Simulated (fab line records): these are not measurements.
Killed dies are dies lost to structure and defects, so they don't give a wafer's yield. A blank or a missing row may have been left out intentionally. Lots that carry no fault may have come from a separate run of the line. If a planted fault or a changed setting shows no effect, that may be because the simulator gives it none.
fab line records || flow rit_cmos
record {"lots": 6, "wafers": 18, "last_day": 7}
route steps=202 shown PWELL@46 WELLDRIVE@50 NWELL@51 NRETRO@53 M1@202
lots untouched by any fault: they come from a run of this same line in which no faults occurred
start_h: hours from the record's first day to the start of the lot's first wafer shown || wait_h: hours from the lot's prior step to this one || " as in the row above || L1.1+2: one row covering several wafers at once || - value missing, or start not given || * or withheld: withheld || < > ~ a bound
route shown NAME@n: NAME is a module with steps in the file, n the number in the route of the first one || usual: mean/standard deviation of fault-free wafers || same: alike in all rows || chamber/n: place in a boat || sites: readings site by site || _std_site: how widely they spread, as a standard deviation || _edge_site: mean of outer sites minus mean of inner sites || radius_mm: for every site, how far away it sits from the centre of the wafer || mask NAME#n: copy n || behind: the last tool/chamber to shape the wafer || hold: cause of the lot's hold/its duration in hours/its outcome || device: the transistor (n, p or np) that didn't switch || end of line: the tests these same wafers got at the end of their route || for a step that has no rows: nothing shown but its recipe || killed: dies lost to structure and defects at the first sort, not the wafer's yield || map: dies across one wafer; x = killed, . = not, _ = none there
set.NAME: the setting as run; set.NAME@STEP: as run at that earlier step || model.NAME: the simulator's own value behind a step, which no gauge read
lots at some steps of the route; a table a step, a row a wafer
services: a tool's chamber out of use, with start hour (start_h, from the record's first day; less than 0 if before it), hours out, and reason
## steps
# step RIT_PWELL_HARDBAKE_07
# recipe {"resist": "NOVOLAK", "temp_c": 140, "time_s": 120}
# step RIT_PWELL_IMPLANT_08
# recipe {"species": "B", "energy_kev": 170, "dose_cm2": 7e+13, "tilt_deg": 7}
# step RIT_PWELL_STRIP_09
# recipe {"chemistry": "O2", "time_s": 180, "resist": "NOVOLAK", "platen_temp_c": "withheld", "power_w": 500, "pressure_mtorr": 4000, "o2_flow_sccm": 4000}
# usual {"drypump_motor_current_A": "5.7/0.53"}
{"lot.wafer": "L657.1", "tool": "plasma_asher-03", "chamber": 1, "start_h": 30.15, "wait_h": 0.1, "drypump_motor_current_A": 6.6, "rf_hours_counter_h": 39}
{"lot.wafer": "L657.5", "tool": "plasma_asher-03", "chamber": 1, "start_h": 30.15, "wait_h": 0.1, "drypump_motor_current_A": 6.6, "rf_hours_counter_h": "-"}
{"lot.wafer": "L657.6", "tool": "plasma_asher-03", "chamber": 0, "start_h": 30.15, "wait_h": 0.1, "drypump_motor_current_A": 5.5, "rf_hours_counter_h": "-"}
{"lot.wafer": "L670.4", "tool": "plasma_asher-03", "chamber": 1, "start_h": 94.37, "wait_h": 0.1, "drypump_motor_current_A": 6.6, "rf_hours_counter_h": "-"}
{"lot.wafer": "L670.5", "tool": "plasma_asher-03", "chamber": 1, "start_h": 94.37, "wait_h": 0.1, "drypump_motor_current_A": 6.5, "rf_hours_counter_h": "-"}
{"lot.wafer": "L670.6", "tool": "plasma_asher-03", "chamber": 0, "start_h": 94.37, "wait_h": 0.1, "drypump_motor_current_A": 5.5, "rf_hours_counter_h": "-"}
{"lot.wafer": "L674.1", "tool": "plasma_asher-02", "chamber": 0, "start_h": 113.98, "wait_h": 0.1, "drypump_motor_current_A": 5.9, "rf_hours_counter_h": 29}
{"lot.wafer": "L674.2", "tool": "plasma_asher-02", "chamber": 1, "start_h": 113.98, "wait_h": 0.1, "drypump_motor_current_A": 5.5, "rf_hours_counter_h": 29}
{"lot.wafer": "L674.4", "tool": "plasma_asher-02", "chamber": 0, "start_h": 113.98, "wait_h": 0.1, "drypump_motor_current_A": 5.9, "rf_hours_counter_h": "-"}
{"lot.wafer": "L676.2", "tool": "plasma_asher-04", "chamber": 1, "start_h": 123.22, "wait_h": 0.1, "drypump_motor_current_A": 4.7, "rf_hours_counter_h": 50}
{"lot.wafer": "L676.4", "tool": "plasma_asher-04", "chamber": 0, "start_h": 123.22, "wait_h": 0.1, "drypump_motor_current_A": 6.2, "rf_hours_counter_h": "-"}
{"lot.wafer": "L676.5", "tool": "plasma_asher-04", "chamber": 1, "start_h": 123.22, "wait_h": 0.1, "drypump_motor_current_A": 4.7, "rf_hours_counter_h": "-"}
{"lot.wafer": "L678.1", "tool": "plasma_asher-04", "chamber": 0, "start_h": 133.17, "wait_h": 0.1, "drypump_motor_current_A": 6.2, "rf_hours_counter_h": 51}
{"lot.wafer": "L678.2", "tool": "plasma_asher-04", "chamber": 1, "start_h": 133.17, "wait_h": 0.1, "drypump_motor_current_A": 4.8, "rf_hours_counter_h": 51}
{"lot.wafer": "L678.6", "tool": "plasma_asher-04", "chamber": 1, "start_h": 133.17, "wait_h": 0.1, "drypump_motor_current_A": 4.7, "rf_hours_counter_h": "-"}
{"lot.wafer": "L679.1", "tool": "plasma_asher-02", "chamber": 0, "start_h": 137.24, "wait_h": 0.1, "drypump_motor_current_A": 5.8, "rf_hours_counter_h": 31}
{"lot.wafer": "L679.3", "tool": "plasma_asher-02", "chamber": 1, "start_h": 137.24, "wait_h": 0.1, "drypump_motor_current_A": 5.5, "rf_hours_counter_h": "-"}
{"lot.wafer": "L679.4", "tool": "plasma_asher-02", "chamber": 0, "start_h": 137.24, "wait_h": 0.1, "drypump_motor_current_A": 5.9, "rf_hours_counter_h": "-"}
# step RIT_PWELL_TW_MEAS_10
# usual {"PWELL_TW": "941/6.7"}
{"lot.wafer": "L657.1", "tool": "film_metro-03", "chamber": "-", "start_h": 30.32, "wait_h": 0.1, "PWELL_TW": 934}
{"lot.wafer": "L657.5", "tool": "film_metro-03", "chamber": "-", "start_h": 30.32, "wait_h": 0.1, "PWELL_TW": 930}
{"lot.wafer": "L657.6", "tool": "film_metro-03", "chamber": "-", "start_h": 30.32, "wait_h": 0.1, "PWELL_TW": 936}
{"lot.wafer": "L670.4", "tool": "film_metro-03", "chamber": "-", "start_h": 94.52, "wait_h": 0.1, "PWELL_TW": 939}
{"lot.wafer": "L670.5", "tool": "film_metro-03", "chamber": "-", "start_h": 94.52, "wait_h": 0.1, "PWELL_TW": 938}
{"lot.wafer": "L670.6", "tool": "film_metro-03", "chamber": "-", "start_h": 94.52, "wait_h": 0.1, "PWELL_TW": 940}
{"lot.wafer": "L674.1", "tool": "film_metro-04", "chamber": "-", "start_h": 114.16, "wait_h": 0.1, "PWELL_TW": 946}
{"lot.wafer": "L674.2", "tool": "film_metro-04", "chamber": "-", "start_h": 114.16, "wait_h": 0.1, "PWELL_TW": 944}
{"lot.wafer": "L674.4", "tool": "film_metro-04", "chamber": "-", "start_h": 114.16, "wait_h": 0.1, "PWELL_TW": 944}
{"lot.wafer": "L676.2", "tool": "film_metro-04", "chamber": "-", "start_h": 123.40, "wait_h": 0.1, "PWELL_TW": 952}
{"lot.wafer": "L676.4", "tool": "film_metro-04", "chamber": "-", "start_h": 123.40, "wait_h": 0.1, "PWELL_TW": 944}
{"lot.wafer": "L676.5", "tool": "film_metro-04", "chamber": "-", "start_h": 123.40, "wait_h": 0.1, "PWELL_TW": 953}
{"lot.wafer": "L678.1", "tool": "film_metro-03", "chamber": "-", "start_h": 133.34, "wait_h": 0.1, "PWELL_TW": 935}
{"lot.wafer": "L678.2", "tool": "film_metro-03", "chamber": "-", "start_h": 133.34, "wait_h": 0.1, "PWELL_TW": 921}
{"lot.wafer": "L678.6", "tool": "film_metro-03", "chamber": "-", "start_h": 133.34, "wait_h": 0.1, "PWELL_TW": 927}
{"lot.wafer": "L679.1", "tool": "film_metro-04", "chamber": "-", "start_h": 137.41, "wait_h": 0.1, "PWELL_TW": 949}
{"lot.wafer": "L679.3", "tool": "film_metro-04", "chamber": "-", "start_h": 137.41, "wait_h": 0.1, "PWELL_TW": 945}
{"lot.wafer": "L679.4", "tool": "film_metro-04", "chamber": "-", "start_h": 137.41, "wait_h": 0.1, "PWELL_TW": 953}
# step RIT_WELLDRIVE_ANNEAL_00
# recipe {"temp_c": 1100, "time_s": 14700, "ambient": "N2"}
# step RIT_WELLDRIVE_RS_MEAS_01
# recipe {"thk_meas_gauge": "four-point-probe"}
# usual {"NWELL_RS": "275.2/0.68"}
{"lot.wafer": "L657.1", "tool": "film_metro-03", "chamber": "-", "start_h": 37.20, "wait_h": 0.0, "NWELL_RS[ohm/sq]": 275.0}
{"lot.wafer": "L657.5", "tool": "film_metro-03", "chamber": "-", "start_h": 37.20, "wait_h": 0.0, "NWELL_RS[ohm/sq]": 275.2}
{"lot.wafer": "L657.6", "tool": "film_metro-03", "chamber": "-", "start_h": 37.20, "wait_h": 0.0, "NWELL_RS[ohm/sq]": 274.8}
{"lot.wafer": "L670.4", "tool": "film_metro-03", "chamber": "-", "start_h": 99.69, "wait_h": 0.1, "NWELL_RS[ohm/sq]": 275.0}
{"lot.wafer": "L670.5", "tool": "film_metro-03", "chamber": "-", "start_h": 99.69, "wait_h": 0.1, "NWELL_RS[ohm/sq]": 274.8}
{"lot.wafer": "L670.6", "tool": "film_metro-03", "chamber": "-", "start_h": 99.69, "wait_h": 0.1, "NWELL_RS[ohm/sq]": 274.5}
{"lot.wafer": "L674.1", "tool": "film_metro-03", "chamber": "-", "start_h": 119.30, "wait_h": 0.0, "NWELL_RS[ohm/sq]": 275.5}
{"lot.wafer": "L674.2", "tool": "film_metro-03", "chamber": "-", "start_h": 119.30, "wait_h": 0.0, "NWELL_RS[ohm/sq]": 274.6}
{"lot.wafer": "L674.4", "tool": "film_metro-03", "chamber": "-", "start_h": 119.30, "wait_h": 0.0, "NWELL_RS[ohm/sq]": 275.2}
{"lot.wafer": "L676.2", "tool": "film_metro-02", "chamber": "-", "start_h": 129.37, "wait_h": 0.0, "NWELL_RS[ohm/sq]": 275.2}
{"lot.wafer": "L676.4", "tool": "film_metro-02", "chamber": "-", "start_h": 129.37, "wait_h": 0.0, "NWELL_RS[ohm/sq]": 275.4}
{"lot.wafer": "L676.5", "tool": "film_metro-02", "chamber": "-", "start_h": 129.37, "wait_h": 0.0, "NWELL_RS[ohm/sq]": 275.4}
{"lot.wafer": "L678.1", "tool": "film_metro-02", "chamber": "-", "start_h": 138.49, "wait_h": 0.0, "NWELL_RS[ohm/sq]": 275.1}
{"lot.wafer": "L678.2", "tool": "film_metro-02", "chamber": "-", "start_h": 138.49, "wait_h": 0.0, "NWELL_RS[ohm/sq]": 275.3}
{"lot.wafer": "L678.6", "tool": "film_metro-02", "chamber": "-", "start_h": 138.49, "wait_h": 0.0, "NWELL_RS[ohm/sq]": 275.2}
{"lot.wafer": "L679.1", "tool": "film_metro-02", "chamber": "-", "start_h": 142.56, "wait_h": 0.0, "NWELL_RS[ohm/sq]": 276.1}
{"lot.wafer": "L679.3", "tool": "film_metro-02", "chamber": "-", "start_h": 142.56, "wait_h": 0.0, "NWELL_RS[ohm/sq]": 275.6}
{"lot.wafer": "L679.4", "tool": "film_metro-02", "chamber": "-", "start_h": 142.56, "wait_h": 0.0, "NWELL_RS[ohm/sq]": 275.9}
# step RIT_WELLDRIVE_RS_MEAS_02
# recipe {"thk_meas_gauge": "four-point-probe"}
# usual {"PWELL_RS": "429.9/1.2"}
{"lot.wafer": "L657.1", "tool": "film_metro-03", "chamber": "-", "start_h": 37.32, "wait_h": 0.1, "PWELL_RS[ohm/sq]": 431.8}
{"lot.wafer": "L657.5", "tool": "film_metro-03", "chamber": "-", "start_h": 37.32, "wait_h": 0.1, "PWELL_RS[ohm/sq]": 430.0}
{"lot.wafer": "L657.6", "tool": "film_metro-03", "chamber": "-", "start_h": 37.32, "wait_h": 0.1, "PWELL_RS[ohm/sq]": 429.4}
{"lot.wafer": "L670.4", "tool": "film_metro-03", "chamber": "-", "start_h": 99.81, "wait_h": 0.1, "PWELL_RS[ohm/sq]": 428.6}
{"lot.wafer": "L670.5", "tool": "film_metro-03", "chamber": "-", "start_h": 99.81, "wait_h": 0.1, "PWELL_RS[ohm/sq]": 429.8}
{"lot.wafer": "L670.6", "tool": "film_metro-03", "chamber": "-", "start_h": 99.81, "wait_h": 0.1, "PWELL_RS[ohm/sq]": 429.8}
{"lot.wafer": "L674.1", "tool": "film_metro-03", "chamber": "-", "start_h": 119.42, "wait_h": 0.1, "PWELL_RS[ohm/sq]": 430.1}
{"lot.wafer": "L674.2", "tool": "film_metro-03", "chamber": "-", "start_h": 119.42, "wait_h": 0.1, "PWELL_RS[ohm/sq]": 431.5}
{"lot.wafer": "L674.4", "tool": "film_metro-03", "chamber": "-", "start_h": 119.42, "wait_h": 0.1, "PWELL_RS[ohm/sq]": 430.8}
{"lot.wafer": "L676.2", "tool": "film_metro-02", "chamber": "-", "start_h": 129.49, "wait_h": 0.1, "PWELL_RS[ohm/sq]": 430.2}
{"lot.wafer": "L676.4", "tool": "film_metro-02", "chamber": "-", "start_h": 129.49, "wait_h": 0.1, "PWELL_RS[ohm/sq]": 431.5}
{"lot.wafer": "L676.5", "tool": "film_metro-02", "chamber": "-", "start_h": 129.49, "wait_h": 0.1, "PWELL_RS[ohm/sq]": 430.6}
{"lot.wafer": "L678.1", "tool": "film_metro-02", "chamber": "-", "start_h": 138.61, "wait_h": 0.1, "PWELL_RS[ohm/sq]": 428.6}
{"lot.wafer": "L678.2", "tool": "film_metro-02", "chamber": "-", "start_h": 138.61, "wait_h": 0.1, "PWELL_RS[ohm/sq]": 428.8}
{"lot.wafer": "L678.6", "tool": "film_metro-02", "chamber": "-", "start_h": 138.61, "wait_h": 0.1, "PWELL_RS[ohm/sq]": 428.9}
{"lot.wafer": "L679.1", "tool": "film_metro-02", "chamber": "-", "start_h": 142.68, "wait_h": 0.1, "PWELL_RS[ohm/sq]": 428.9}
{"lot.wafer": "L679.3", "tool": "film_metro-02", "chamber": "-", "start_h": 142.68, "wait_h": 0.1, "PWELL_RS[ohm/sq]": 431.1}
{"lot.wafer": "L679.4", "tool": "film_metro-02", "chamber": "-", "start_h": 142.68, "wait_h": 0.1, "PWELL_RS[ohm/sq]": 429.3}
# step RIT_NRETRO_HMDS_00
# recipe {"prime_time_s": 60, "prime_temp_c": 140}
# step RIT_NRETRO_COAT_01
# recipe {"resist": "NOVOLAK", "spin_rpm": 2000, "resist_thk_nm": 1300}
# step RIT_NRETRO_SOFTBAKE_02
# recipe {"resist": "NOVOLAK", "temp_c": 90, "time_s": 60}
# step RIT_NRETRO_EXPOSE_03
# recipe {"mask_id": "M4", "na": 0.57, "target_cd_nm": 43900, "dose_mj": 250}
# step RIT_NRETRO_PEB_04
# recipe {"resist": "NOVOLAK", "temp_c": "withheld", "time_s": "withheld"}
# step RIT_NRETRO_DEVELOP_05
# recipe {"resist": "NOVOLAK", "develop_time_s": 68, "dev_temp_c": 23}
# usual {"developer_temp_C": "23.01/0.097"}
{"lot.wafer": "L657.1", "tool": "litho_track-02", "chamber": 0, "start_h": 38, "wait_h": "-", "developer_temp_C": 23.00}
{"lot.wafer": "L657.5", "tool": "litho_track-02", "chamber": 0, "start_h": 38, "wait_h": "-", "developer_temp_C": 22.99}
{"lot.wafer": "L657.6", "tool": "litho_track-02", "chamber": 0, "start_h": 38, "wait_h": "-", "developer_temp_C": 23.00}
{"lot.wafer": "L670.4", "tool": "litho_track-03", "chamber": 0, "start_h": 100, "wait_h": "-", "developer_temp_C": 23.18}
{"lot.wafer": "L670.5", "tool": "litho_track-03", "chamber": 0, "start_h": 100, "wait_h": "-", "developer_temp_C": 23.21}
{"lot.wafer": "L670.6", "tool": "litho_track-03", "chamber": 0, "start_h": 100, "wait_h": "-", "developer_temp_C": 22.95}
{"lot.wafer": "L674.1", "tool": "litho_track-02", "chamber": 0, "start_h": 120, "wait_h": "-", "developer_temp_C": 22.14}
{"lot.wafer": "L674.2", "tool": "litho_track-02", "chamber": 0, "start_h": 120, "wait_h": "-", "developer_temp_C": 22.20}
{"lot.wafer": "L674.4", "tool": "litho_track-02", "chamber": 0, "start_h": 120, "wait_h": "-", "developer_temp_C": 22.13}
{"lot.wafer": "L676.2", "tool": "litho_track-02", "chamber": 0, "start_h": 130, "wait_h": "-", "developer_temp_C": 22.19}
{"lot.wafer": "L676.4", "tool": "litho_track-02", "chamber": 0, "start_h": 130, "wait_h": "-", "developer_temp_C": 21.99}
{"lot.wafer": "L676.5", "tool": "litho_track-02", "chamber": 0, "start_h": 130, "wait_h": "-", "developer_temp_C": 22.07}
{"lot.wafer": "L678.1", "tool": "litho_track-03", "chamber": 0, "start_h": 139, "wait_h": "-", "developer_temp_C": 22.93}
{"lot.wafer": "L678.2", "tool": "litho_track-03", "chamber": 0, "start_h": 139, "wait_h": "-", "developer_temp_C": 23.02}
{"lot.wafer": "L678.6", "tool": "litho_track-03", "chamber": 0, "start_h": 139, "wait_h": "-", "developer_temp_C": 22.98}
{"lot.wafer": "L679.1", "tool": "litho_track-03", "chamber": 0, "start_h": 143, "wait_h": "-", "developer_temp_C": 23.02}
{"lot.wafer": "L679.3", "tool": "litho_track-03", "chamber": 0, "start_h": 143, "wait_h": "-", "developer_temp_C": 22.95}
{"lot.wafer": "L679.4", "tool": "litho_track-03", "chamber": 0, "start_h": 143, "wait_h": "-", "developer_temp_C": 22.97}
# step RIT_NRETRO_OVL_MEAS_06
# usual {"NRETRO_OVL": "-0.7/1.1"}
{"lot.wafer": "L657.1", "tool": "overlay-02", "chamber": "-", "start_h": 38.32, "wait_h": "-", "NRETRO_OVL[nm]": -0.3}
{"lot.wafer": "L657.5", "tool": "overlay-02", "chamber": "-", "start_h": 38.32, "wait_h": "-", "NRETRO_OVL[nm]": -0.5}
{"lot.wafer": "L657.6", "tool": "overlay-02", "chamber": "-", "start_h": 38.32, "wait_h": "-", "NRETRO_OVL[nm]": -0.2}
{"lot.wafer": "L670.4", "tool": "overlay-02", "chamber": "-", "start_h": 100.90, "wait_h": "-", "NRETRO_OVL[nm]": 0.3}
{"lot.wafer": "L670.5", "tool": "overlay-02", "chamber": "-", "start_h": 100.90, "wait_h": "-", "NRETRO_OVL[nm]": 1.1}
{"lot.wafer": "L670.6", "tool": "overlay-02", "chamber": "-", "start_h": 100.90, "wait_h": "-", "NRETRO_OVL[nm]": -0.5}
{"lot.wafer": "L674.1", "tool": "overlay-01", "chamber": "-", "start_h": 120.66, "wait_h": "-", "NRETRO_OVL[nm]": 1.1}
{"lot.wafer": "L674.2", "tool": "overlay-01", "chamber": "-", "start_h": 120.66, "wait_h": "-", "NRETRO_OVL[nm]": 0.6}
{"lot.wafer": "L674.4", "tool": "overlay-01", "chamber": "-", "start_h": 120.66, "wait_h": "-", "NRETRO_OVL[nm]": -0.6}
{"lot.wafer": "L676.2", "tool": "overlay-02", "chamber": "-", "start_h": 130.61, "wait_h": "-", "NRETRO_OVL[nm]": -1.2}
{"lot.wafer": "L676.4", "tool": "overlay-02", "chamber": "-", "start_h": 130.61, "wait_h": "-", "NRETRO_OVL[nm]": -2.0}
{"lot.wafer": "L676.5", "tool": "overlay-02", "chamber": "-", "start_h": 130.61, "wait_h": "-", "NRETRO_OVL[nm]": -2.5}
{"lot.wafer": "L678.1", "tool": "overlay-02", "chamber": "-", "start_h": 139.73, "wait_h": "-", "NRETRO_OVL[nm]": -0.3}
{"lot.wafer": "L678.2", "tool": "overlay-02", "chamber": "-", "start_h": 139.73, "wait_h": "-", "NRETRO_OVL[nm]": 1.6}
{"lot.wafer": "L678.6", "tool": "overlay-02", "chamber": "-", "start_h": 139.73, "wait_h": "-", "NRETRO_OVL[nm]": 0.4}
{"lot.wafer": "L679.1", "tool": "overlay-01", "chamber": "-", "start_h": 143.77, "wait_h": "-", "NRETRO_OVL[nm]": 0.0}
{"lot.wafer": "L679.3", "tool": "overlay-01", "chamber": "-", "start_h": 143.77, "wait_h": "-", "NRETRO_OVL[nm]": -1.4}
{"lot.wafer": "L679.4", "tool": "overlay-01", "chamber": "-", "start_h": 143.77, "wait_h": "-", "NRETRO_OVL[nm]": -0.8}
# step RIT_M1_PROBE_99
# usual {"killed_at_contacts": "0.1/0.27", "killed_at_front_end": "6.1/2.9", "killed_dies": "6.2/2.9", "killed_open": "3.2/1.9", "killed_short": "3/1.9"}
# same {"gross_dies": 264, "killed_at_M0_to_M3": 0, "killed_at_M4_up": 0, "killed_at_back_side": 0, "killed_at_other": 0}
{"lot.wafer": "L657.1", "tool": "prober-01", "chamber": "-", "start_h": 66.87, "wait_h": 0.1, "killed_at_contacts": 0, "killed_at_front_end": 4, "killed_dies": 4, "killed_open": 2, "killed_short": 2}
{"lot.wafer": "L657.5", "tool": "prober-01", "chamber": "-", "start_h": 67.07, "wait_h": 0.2, "killed_at_contacts": 0, "killed_at_front_end": 5, "killed_dies": 5, "killed_open": 2, "killed_short": 3}
{"lot.wafer": "L657.6", "tool": "prober-01", "chamber": "-", "start_h": 67.12, "wait_h": 0.2, "killed_at_contacts": 0, "killed_at_front_end": 4, "killed_dies": 4, "killed_open": 1, "killed_short": 3}
{"lot.wafer": "L674.1", "tool": "prober-02", "chamber": "-", "start_h": 148.44, "wait_h": 0.1, "killed_at_contacts": 0, "killed_at_front_end": 4, "killed_dies": 4, "killed_open": 3, "killed_short": 1}
{"lot.wafer": "L674.2", "tool": "prober-02", "chamber": "-", "start_h": 148.49, "wait_h": 0.1, "killed_at_contacts": 0, "killed_at_front_end": 4, "killed_dies": 4, "killed_open": 0, "killed_short": 4}
{"lot.wafer": "L674.4", "tool": "prober-02", "chamber": "-", "start_h": 148.59, "wait_h": 0.2, "killed_at_contacts": 0, "killed_at_front_end": 4, "killed_dies": 4, "killed_open": 2, "killed_short": 2}
{"lot.wafer": "L678.1", "tool": "prober-02", "chamber": "-", "start_h": 167.13, "wait_h": 0.1, "killed_at_contacts": 1, "killed_at_front_end": 6, "killed_dies": 7, "killed_open": 7, "killed_short": 0}
{"lot.wafer": "L678.2", "tool": "prober-02", "chamber": "-", "start_h": 167.18, "wait_h": 0.1, "killed_at_contacts": 0, "killed_at_front_end": 9, "killed_dies": 9, "killed_open": 5, "killed_short": 4}
{"lot.wafer": "L678.6", "tool": "prober-02", "chamber": "-", "start_h": 167.38, "wait_h": 0.2, "killed_at_contacts": 0, "killed_at_front_end": 6, "killed_dies": 6, "killed_open": 2, "killed_short": 4}
{"lot.wafer": "L679.1", "tool": "prober-01", "chamber": "-", "start_h": 174.23, "wait_h": 0.1, "killed_at_contacts": 0, "killed_at_front_end": 12, "killed_dies": 12, "killed_open": 4, "killed_short": 8}
{"lot.wafer": "L679.3", "tool": "prober-01", "chamber": "-", "start_h": 174.33, "wait_h": 0.2, "killed_at_contacts": 0, "killed_at_front_end": 5, "killed_dies": 5, "killed_open": 2, "killed_short": 3}
{"lot.wafer": "L679.4", "tool": "prober-01", "chamber": "-", "start_h": 174.38, "wait_h": 0.2, "killed_at_contacts": 0, "killed_at_front_end": 4, "killed_dies": 4, "killed_open": 3, "killed_short": 1}
# killed by level:class
L657.1 GATE:geometric_particle:open=1 GATE:geometric_particle:short=1 SPACER:geometric_particle:open=1 SPACER:geometric_particle:short=1
L657.5 SPACER:geometric_particle:open=2 GATE:geometric_particle:short=1 SPACER:geometric_particle:short=1 SILICIDE:geometric_particle:short=1
L657.6 FOX2:geometric_particle:short=1 GATE:geometric_particle:short=1 REOX:geometric_particle:open=1 SPACER:geometric_particle:short=1
L674.1 GATE:geometric_particle:open=2 REOX:geometric_particle:short=1 REOX:geometric_particle:open=1
L674.2 GATE:geometric_particle:short=3 REOX:geometric_particle:short=1
L674.4 GATE:geometric_particle:open=2 FOX1:geometric_particle:short=1 REOX:geometric_particle:short=1
L678.1 GATE:geometric_particle:open=3 SILICIDE:geometric_particle:open=2 REOX:geometric_particle:open=1 CONTACT:geometric_particle:open=1
L678.2 GATE:geometric_particle:open=3 SILICIDE:geometric_particle:short=2 FOX2:geometric_particle:short=1 GATE:geometric_particle:short=1 REOX:geometric_particle:open=1 SILICIDE:geometric_particle:open=1
L678.6 GATE:geometric_particle:short=4 GATE:geometric_particle:open=1 SILICIDE:geometric_particle:open=1
L679.1 GATE:geometric_particle:short=6 GATE:geometric_particle:open=2 FOX1:geometric_particle:open=1 FOX2:geometric_particle:short=1 REOX:geometric_particle:short=1 SPACER:geometric_particle:open=1
L679.3 FOX1:geometric_particle:short=1 GATE:geometric_particle:short=1 GATE:geometric_particle:open=1 REOX:geometric_particle:open=1 SPACER:geometric_particle:short=1
L679.4 GATE:geometric_particle:open=2 GATE:geometric_particle:short=1 REOX:geometric_particle:open=1
## services
{"tool": "plasma_asher-02", "chamber": "-", "start_h": 105.11, "hours": 0.7, "kind": "repair"}
## key
first_sign {"step": "RIT_NRETRO_DEVELOP_05", "reading": "developer_temp_C", "direction": "down", "sigmas": 9.1, "usual": "*", "struck": "*"}
effect none on later readings
met_at RIT_NRETRO_DEVELOP_05
struck_wafers L674.1,L674.2,L674.4,L676.2,L676.4,L676.5
tester_left_out L674,L676
onset_between 38 120
fault {"kind": "process_parameter_drift", "tool": "litho_track-02", "chamber": "-", "onset_h": 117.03, "steps": "RIT_NRETRO_DEVELOP_05", "channel": "dev_temp_c", "offset": "*", "shape": "step", "end_h": 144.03, "acts_in": "*", "stated": "*"}
# tester_left_out: of these lots the tester's yield and bins aren't shown, on N5 and GAA mostly nor the transistor test; their killed dies are dies lost to structure and defects alone, not to doping, threshold or leakage, so they don't give the yield
